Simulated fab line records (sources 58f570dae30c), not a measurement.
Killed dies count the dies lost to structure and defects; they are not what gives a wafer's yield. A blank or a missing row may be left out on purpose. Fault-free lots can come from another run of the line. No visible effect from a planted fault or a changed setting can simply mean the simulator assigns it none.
Matching of chambers | flow berkeley-cmos170 | 4 sister chambers for UCB170_M3_ETCH_17 on rie-diel-04
The step etches BARC in N2/H2. 8 wafers are shown with their chamber, then 7 later ones without.

WAFERS WITH THEIR CHAMBER
wafer  | chamber | drypump-motor-current-A (A) | throttle-valve-pct (%)
L692.2 | 0       | 5.5                         | 13.36
L697.2 | 0       | 5.5                         | 13.35
L697.5 | 2       | 5.8                         | 13.45
L697.6 | 1       | 6.4                         | 13.35
L698.1 | 1       | 6.4                         | 13.35
L698.3 | 2       | 5.9                         | 13.46
L706.3 | 3       | 5.3                         | 13.26
L706.4 | 3       | 5.3                         | 13.27

WAFERS WITH NO CHAMBER GIVEN
wafer  | drypump-motor-current-A (A) | throttle-valve-pct (%)
L706.6 | 6.4                         | 13.36
L707.1 | 5.3                         | 13.27
L707.2 | 5.5                         | 13.34
L707.4 | 5.5                         | 13.37
L712.1 | 5.3                         | 13.25
L712.4 | 5.3                         | 13.28
L712.6 | 5.5                         | 13.36

EACH ONE'S CHAMBER
wafer  | from the rows above | in truth
L706.6 | 1                   | 1
L707.1 | 3                   | 3
L707.2 | 0                   | 0
L707.4 | 0                   | 0
L712.1 | 3                   | 3
L712.4 | 3                   | 3
L712.6 | 0                   | 0
Correctly placed: 7 of 7. Left unplaced by these rows: 0. 0 placed wrongly.
How it was worked out, from the rows above alone: a wafer's distance from a chamber is the root of the sum, over the readings, of the square of ((its reading less the chamber's mean) divided by the reading's scatter). If the next closest chamber is less than 2 further off than the closest, the wafer can't be placed; otherwise it belongs to the closest. For every chamber, the mean is computed from those of its wafers that are shown. The scatter: take each reading less its chamber's mean, square it, sum over the shown wafers, divide by the number of wafers less the number of chambers, and take the root.
